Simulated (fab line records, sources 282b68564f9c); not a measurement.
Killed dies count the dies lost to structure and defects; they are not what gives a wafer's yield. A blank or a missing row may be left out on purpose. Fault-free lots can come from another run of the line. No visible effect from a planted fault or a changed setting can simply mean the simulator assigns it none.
Problem report in the 8D (eight disciplines) form, filled by code -- flow rit-cmos -- the parts of the form that need people (team, actions taken, sign-off) are left out

1. THE ISSUE
wafer_temp_C_max at RIT_SILICIDE_RTA_04 reads a mean of 657.6 on 6 wafers of 2 lots; wafers without a fault read 653.6 with a standard deviation of 0.72. Relative to the usual mean, that is a shift of +5.6 standard deviations.
The step: time 10 s, ramp up 5 s, ramp down 5 s.
First seen on wafer L552.4, day 6 14:12, on rtp-anneal-02. The record has a number at this step for 42 wafers belonging to 14 lots. Rule for "out" (also "out of limits"): further than 4 standard deviations from the usual mean. The rest of the wafers with a number are treated as sound.

2. WHAT IT IS; WHAT IT IS NOT
question,is,is not
which readings at this step,wafer_temp_C_max,-
which lots,"L552, L554","L537, L538, L540, L541, L542, L543, L544, L546, L547, L551, L557, L559"
which wafers of those lots,all that have a number,-
read on which tools,rtp-anneal-02,rtp-anneal-01
when,from day 6 14:12,"up to then (30 sound wafers); but 6 sound wafers of L557, L559 came after"

3. WHAT RULES OUT EACH SUSPECT
Counting: a tool at any process step up to the reading remains a suspect when it ran all the lots that are out and ran no sound lot after the first of those.
- rtp-anneal-02 at RIT_SILICIDE_RTA_04 (time 10 s, ramp up 5 s, ramp down 5 s): kept. Every lot that is out went through it, starting with L552 (day 6 14:12), and after that it ran no sound lot; the last sound lot it ran before then is L546 (day 5 12:29). Its own wafer_temp_C_max readings are out on those wafers.
Left after counting: rtp-anneal-02 at RIT_SILICIDE_RTA_04.

4. THE CAUSE (what the simulator had put in)
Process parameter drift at RIT_SILICIDE_RTA_04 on rtp-anneal-02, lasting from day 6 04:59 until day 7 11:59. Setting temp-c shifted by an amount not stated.
Counting left only this tool.

5. SEQUENCE OF EFFECTS, ordered by route
One row per reading whose mean, taken over the struck wafers that have a number, lies over 3 standard deviations from the usual. Scope: only readings with a usual standard deviation given in the record; hours: median across lots of the time from each lot's start at the first step in this table that gives one to its start at this step; sigmas: change in usual standard deviations.
hours,step,reading,usual,on struck wafers,change,sigmas
0,RIT_SILICIDE_RTA_04,wafer_temp_C_max,653.6,657.6,+4.0,+5.6
The process steps in it:
- RIT_SILICIDE_RTA_04: time 10 s, ramp up 5 s, ramp down 5 s.

6. WHAT WOULD HAVE CAUGHT IT SOONER
9 hours passed between the start of the fault at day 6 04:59 and the first reading out of limits in this record, taken at day 6 14:12.
